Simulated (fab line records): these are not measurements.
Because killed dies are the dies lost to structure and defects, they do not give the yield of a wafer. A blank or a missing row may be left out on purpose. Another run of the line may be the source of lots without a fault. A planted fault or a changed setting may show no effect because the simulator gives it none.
Split-lot trial | flow berkeley cmos170 | 23 wafers read from 5 lots, route of 331 steps

## ABOUT THE SPLIT
At UCB170_V1_ETCH_14 (etches SiO2 in CHF3/CF4/Ar, stops on Al, target depth 1250 nm, time 291 s), the setting time s was moved away from the recipe's 291 s on 9 of the 23 wafers read, by -11.2% to +9.7%. All remaining wafers had this setting at the recipe value.

The split's own step is where the reading is taken.

## THE READING
KrF_of_V1_COAT_07.thk nm (the simulator's own value, which no gauge read), in nm, at UCB170_V1_ETCH_14 (etches SiO2 in CHF3/CF4/Ar, stops on Al, target depth 1250 nm, time 291 s). The file gives no usual value for it. The 14 wafers here that ran the recipe average 608.3 nm, standard deviation 3.5 nm.

wafer  | tool, chamber at the split | time s as run, s | against the recipe | KrF_of_V1_COAT_07.thk nm, nm | against lot-mates on the recipe
L074.1 | rie diel-03, 2             | 291              | recipe             | 610.5                        | -
L074.3 | rie diel-03, 1             | 291              | recipe             | 609                          | -
L074.5 | rie diel-03, 0             | 291              | recipe             | 605.2                        | -
L078.1 | rie diel-04, 2             | 291              | recipe             | 602                          | -
L078.2 | rie diel-04, 3             | 267.9            | -7.9%              | 629.8                        | +28.4
L078.3 | rie diel-04, 1             | 267.9            | -7.9%              | 632.5                        | +31.1
L078.5 | rie diel-04, 3             | 267.9            | -7.9%              | 631.1                        | +29.7
L078.6 | rie diel-04, 2             | 291              | recipe             | 600.8                        | -
L079.1 | rie diel-03, 3             | 291              | recipe             | 612.9                        | -
L079.2 | rie diel-03, 2             | 258.4            | -11.2%             | 642.4                        | +32.0
L079.3 | rie diel-03, 0             | 291              | recipe             | 608.8                        | -
L079.4 | rie diel-03, 0             | 258.4            | -11.2%             | 635.8                        | +25.4
L079.6 | rie diel-03, 3             | 291              | recipe             | 609.4                        | -
L082.1 | rie diel-04, 2             | 291              | recipe             | 609                          | -
L082.2 | rie diel-04, 3             | 319.1            | +9.7%              | 584.6                        | -26.1
L082.3 | rie diel-04, 1             | 291              | recipe             | 613.9                        | -
L082.4 | rie diel-04, 3             | 319.1            | +9.7%              | 588.6                        | -22.1
L082.6 | rie diel-04, 1             | 291              | recipe             | 609.3                        | -
L083.1 | rie diel-04, 2             | 291              | recipe             | 606.3                        | -
L083.2 | rie diel-04, 1             | 309.4            | +6.3%              | 592.2                        | -16.1
L083.3 | rie diel-04, 3             | 291              | recipe             | 608.1                        | -
L083.4 | rie diel-04, 2             | 309.4            | +6.3%              | 586.4                        | -21.9
L083.6 | rie diel-04, 3             | 291              | recipe             | 610.5                        | -

FIT RESULTS
A straight line over all 23 wafers: KrF_of_V1_COAT_07.thk nm changes by -2.67 nm for each +1% of time s; r = -0.97; the points scatter about the line by 3.6 nm.
The same after taking each lot's own level away (the mean of its wafers on the recipe; 23 wafers): -2.9 nm for each +1%; r = -0.98; scatter 3.6 nm.
That fit puts the effect of the largest move of time s on the reading at 32 nm.
From 601.40 to 610.73 nm: that is the span of the lots' own levels, equal to 2.6 times the standard deviation above.
The two slopes are in agreement: the lot-to-lot level therefore moves the slope only a little.
Check: +33.6 nm against its lot-mates is what the line predicts for one of the wafers moved furthest among these (-11.2%) when that wafer is left out of the fit. Against them it came out at +32 nm.

## THE OTHER SPLITS THESE WAFERS WENT THROUGH
These wafers also went through other splits before the reading. Each is held against what the fit with the lots' levels taken away leaves over:
other split on the same wafers       | wafers away from the commonest value | r with KrF_of_V1_COAT_07.thk nm (lot level and that fit taken away)
UCB170_NSD_IMPLANT_08 energy kev     | 4                                    | +0.12
UCB170_SDANNEAL_RTA_01 time s        | 8                                    | -0.54
UCB170_SILICIDE_SPUTTER_01 power w   | 7                                    | +0.17
UCB170_CONTACT_COAT_10 resist thk nm | 7                                    | -0.37
UCB170_M1_COAT_04 spin rpm           | 7                                    | -0.02
UCB170_V1_CMP_02 leave above ref nm  | 4                                    | -0.08

## THE WHOLE CHAIN: every reading that the file lists as answering this split, in the file's order
step               | what it does                                                              | reading                                                                   | change (the file's fit)              | r (the file's)
UCB170_V1_ETCH_14  | etches SiO2 in CHF3/CF4/Ar, stops on Al, target depth 1250 nm, time 291 s | KrF_of_V1_COAT_07.thk nm (the simulator's own value, which no gauge read) | -2.83 nm for each +1% of the setting | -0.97
UCB170_V1_STRIP_15 | strips in O2                                                              | strip time to endpoint s                                                  | withheld for each +1% of the setting | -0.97

## FILE'S OWN FIT
KrF_of_V1_COAT_07.thk nm changes by -2.83 nm for each +1% of time s, r = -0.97.
